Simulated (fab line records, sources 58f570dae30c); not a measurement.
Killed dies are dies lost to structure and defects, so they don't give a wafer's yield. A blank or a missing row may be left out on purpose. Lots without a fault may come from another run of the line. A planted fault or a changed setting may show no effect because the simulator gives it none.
Chamber matching | flow berkeley_cmos170 | UCB170_V2_CMP_02 on cmp-01: 4 sister chambers
The step polishes SiO2. 8 wafers are shown with their chamber, then 7 later ones without.

WAFERS WITH THEIR CHAMBER
wafer  | chamber | motor_current_A (A)
L732.4 | 3       | 18.1
L732.6 | 3       | 18.8
L737.5 | 2       | 16.1
L743.2 | 1       | 16.3
L743.3 | 0       | 18.3
L743.5 | 0       | 18.4
L745.2 | 2       | 15.8
L745.3 | 1       | 15.6

WAFERS WITHOUT THEIR CHAMBER
wafer  | motor_current_A (A)
L745.6 | 17.6
L746.1 | 17.7
L746.2 | 18.7
L746.3 | 15.7
L747.3 | 16.2
L747.5 | 15.9
L747.6 | 16.3

WHICH CHAMBER EACH WENT THROUGH
wafer  | from the rows above     | in truth
L745.6 | can't be placed: 0 or 3 | 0
L746.1 | can't be placed: 0 or 3 | 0
L746.2 | can't be placed: 3 or 0 | 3
L746.3 | can't be placed: 1 or 2 | 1
L747.3 | can't be placed: 2 or 1 | 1
L747.5 | can't be placed: 1 or 2 | 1
L747.6 | can't be placed: 2 or 1 | 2
Placed correctly: 0 of 7. Can't be placed from these rows: 7 (the true chamber is among the candidates in 7). Placed wrongly: 0.
How it was worked out, from the rows above alone: a wafer's distance from a chamber is the root of the sum, over the readings, of the square of ((its reading less the chamber's mean) divided by the reading's scatter). The wafer belongs to the nearest chamber; if the next one is less than 2 further off, it can't be placed. A chamber's mean is the mean of its shown wafers. The scatter: the root of (the sum of the squares of (reading less its chamber's mean) over the shown wafers, divided by (wafers less chambers)).
